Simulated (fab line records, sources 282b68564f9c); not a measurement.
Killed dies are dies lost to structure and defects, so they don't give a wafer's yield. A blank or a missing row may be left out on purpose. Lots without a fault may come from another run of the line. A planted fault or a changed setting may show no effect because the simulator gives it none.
Which tool did it? | flow rit_cmos | 14 lots, 42 wafers sampled, at 2 steps of a route of 202

WHAT THE GAUGES READ, wafer by wafer
RIT_SDANNEAL_RS_MEAS_07: measures by four-point-probe. Usual: NLDD_RS 151.8 ohm/sq, standard deviation 0.55.
lot  | measured    | on            | NLDD_RS (ohm/sq)  | flag
L610 | day 3 16:26 | film_metro-02 | 151.5 152.1 151.5 |
L612 | day 4 03:47 | film_metro-04 | 150.6 150.4 150.7 |
L614 | day 4 12:19 | film_metro-04 | 151.3 151.3 151.5 |
L616 | day 4 19:55 | film_metro-02 | 152.2 151.9 151.7 |
L617 | day 5 01:52 | film_metro-03 | 151.1 151.3 151.6 |
L619 | day 5 11:19 | film_metro-03 | 151.3 150.8 151.6 |
L620 | day 5 19:16 | film_metro-02 | 151.7 152.3 152.0 |
L621 | day 6 01:21 | film_metro-02 | 152.3 152.0 152.4 |
L623 | day 6 11:43 | film_metro-04 | 151.3 151.8 151.7 |
L625 | day 6 16:16 | film_metro-02 | - - -             | OFF
L626 | day 7 00:14 | film_metro-04 | - - -             | OFF
L630 | day 7 14:40 | film_metro-04 | 152.0 151.9 151.8 |
L631 | day 8 00:13 | film_metro-02 | 152.2 151.7 152.2 |
L632 | day 8 02:31 | film_metro-04 | 151.6 151.4 151.9 |

WHICH TOOL RAN EACH LOT (tool, then ch and the chambers of the sampled wafers, then the start)
lot  | RIT_NLDD_IMPLANT_08
L610 | implanter-02 ch 0, day 3 07:29
L612 | implanter-01 ch 0, day 3 19:24
L614 | implanter-01 ch 0, day 4 03:26
L616 | implanter-02 ch 0, day 4 10:46
L617 | implanter-01 ch 0, day 4 17:19
L619 | implanter-02 ch 0, day 5 03:20
L620 | implanter-01 ch 0, day 5 11:15
L621 | implanter-02 ch 0, day 5 17:09
L623 | implanter-02 ch 0, day 6 02:11
L625 | implanter-01 ch 0, day 6 07:23
L626 | implanter-01 ch 0, day 6 15:51
L630 | implanter-04 ch 0, day 7 06:31
L631 | implanter-02 ch 0, day 7 16:01
L632 | implanter-02 ch 0, day 7 18:20
- RIT_NLDD_IMPLANT_08

WHAT THE TOOLS THEMSELVES READ (means of the sampled wafers that have a number; where no wafer has one, the mark that the record gives instead)
RIT_NLDD_IMPLANT_08. Usual: beam_on_s 10.00 s, standard deviation 0.2.
lot  | tool         | beam_on_s (s) | flag
L610 | implanter-02 | 9.94          |
L612 | implanter-01 | 10.11         |
L614 | implanter-01 | 9.88          |
L616 | implanter-02 | 9.91          |
L617 | implanter-01 | 10.08         |
L619 | implanter-02 | 10.00         |
L620 | implanter-01 | 10.00         |
L621 | implanter-02 | 9.99          |
L623 | implanter-02 | 9.96          |
L625 | implanter-01 | 10.29         |
L626 | implanter-01 | 9.86          |
L630 | implanter-04 | 10.08         |
L631 | implanter-02 | 10.01         |
L632 | implanter-02 | 10.04         |

THE ANSWER, worked out from the rows above alone
Rule: a lot is off if the mean of its wafers that have a number lies more than 3 standard deviations from the usual mean. A lot without any number at a reading at which 4 lots or more have one is off too. The other lots that the step has rows for count as sound. The gauges are gone through in route order, then the tools' own readings, and for those a lot's mean is taken as printed above. The first step at which some lot is off is used, and at that step the reading that is off furthest; a lot without a number counts as furthest.
Off: L625, L626, at RIT_SDANNEAL_RS_MEAS_07 (NLDD_RS). Without a number there: L625, L626.
A tool fits if, at a process step before that reading, it ran every lot that is off, and no sound lot after the first of them. The gauges at RIT_SDANNEAL_RS_MEAS_07 are tried like those tools. One fits: implanter-01 at RIT_NLDD_IMPLANT_08. Its last sound lot is L620 (day 5 11:15), its first lot that is off L625 (day 6 07:23): a fault that began between those two fits.

WHAT THE SIMULATOR HAD PUT IN
Process parameter drift: implanter-01, from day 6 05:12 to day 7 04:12, at RIT_NLDD_IMPLANT_08. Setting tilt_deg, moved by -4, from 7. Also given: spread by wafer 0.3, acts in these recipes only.
Lots struck among those shown: L625, L626. The rule above found the same.
